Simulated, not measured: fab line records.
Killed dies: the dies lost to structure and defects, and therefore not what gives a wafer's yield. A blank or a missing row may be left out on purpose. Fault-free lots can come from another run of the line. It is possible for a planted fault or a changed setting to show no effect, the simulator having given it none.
Which tool is to blame? + flow ritCmos + 6 lots, 18 wafers sampled, at 3 steps of a route of 202

WHAT EACH GAUGE READ, for each wafer
RIT_FOX1_THK_MEAS_01.
| lot  | measured    | on           | FOX1_OXIDE_THK (nm) |
|------|-------------|--------------|---------------------|
| L661 | day 1 22:32 | filmMetro-01 | 341 339 336         |
| L664 | day 2 13:59 | filmMetro-03 | 356 348 355         |
| L666 | day 2 22:50 | filmMetro-04 | 351 345 345         |
| L674 | day 4 18:23 | filmMetro-01 | 343 348 347         |
| L677 | day 5 06:55 | filmMetro-03 | 346 347 346         |
| L681 | day 6 01:58 | filmMetro-04 | 349 344 357         |

EACH LOT AND THE TOOL THAT RAN IT (in order: tool; ch and the chambers of the sampled wafers; start)
| lot  | RIT_ACTIVE_ETCH_13               | RIT_ACTIVE_CLEAN_16           |
|------|----------------------------------|-------------------------------|
| L661 | rieDiel-02 ch 1,2,3, day 1 20:25 | wetBench-02 ch 2, day 1 21:02 |
| L664 | rieDiel-01 ch 0,1, day 2 10:43   | wetBench-03 ch 2, day 2 11:19 |
| L666 | rieDiel-02 ch 0,1, day 2 20:43   | wetBench-03 ch 0, day 2 21:19 |
| L674 | rieDiel-01 ch 0,1, day 4 16:16   | wetBench-04 ch 3, day 4 16:53 |
| L677 | rieDiel-04 ch 0,1,3, day 5 03:50 | wetBench-03 ch 1, day 5 04:27 |
| L681 | rieDiel-01 ch 0,1,3, day 5 23:50 | wetBench-03 ch 2, day 6 00:26 |
- RIT_ACTIVE_ETCH_13: etches Si3N4 in SF6, stops on SiO2, time 210 s, target depth 210 nm.
- RIT_ACTIVE_CLEAN_16: cleans in dHF, time 30 s.

THE ANSWER, worked out from the rows above alone
Rule: usual is defined by the lots themselves. Put in order of their means at a reading, lots are off if they are a third of the lots or fewer, leave a main group of 4 or more, and stand apart from it by a gap of 3 or more times the standard deviation of the main group's means; of several such gaps the widest counts. Not used: any main group whose means are identical at the precision the tables above print for the reading. Also off: a lot with no number at a reading for which 4 or more lots have one. Any other lot the step has rows for is counted as sound.
None of the lots is off at any reading shown; this tells nothing.

WHAT THE SIMULATOR HAD INSERTED
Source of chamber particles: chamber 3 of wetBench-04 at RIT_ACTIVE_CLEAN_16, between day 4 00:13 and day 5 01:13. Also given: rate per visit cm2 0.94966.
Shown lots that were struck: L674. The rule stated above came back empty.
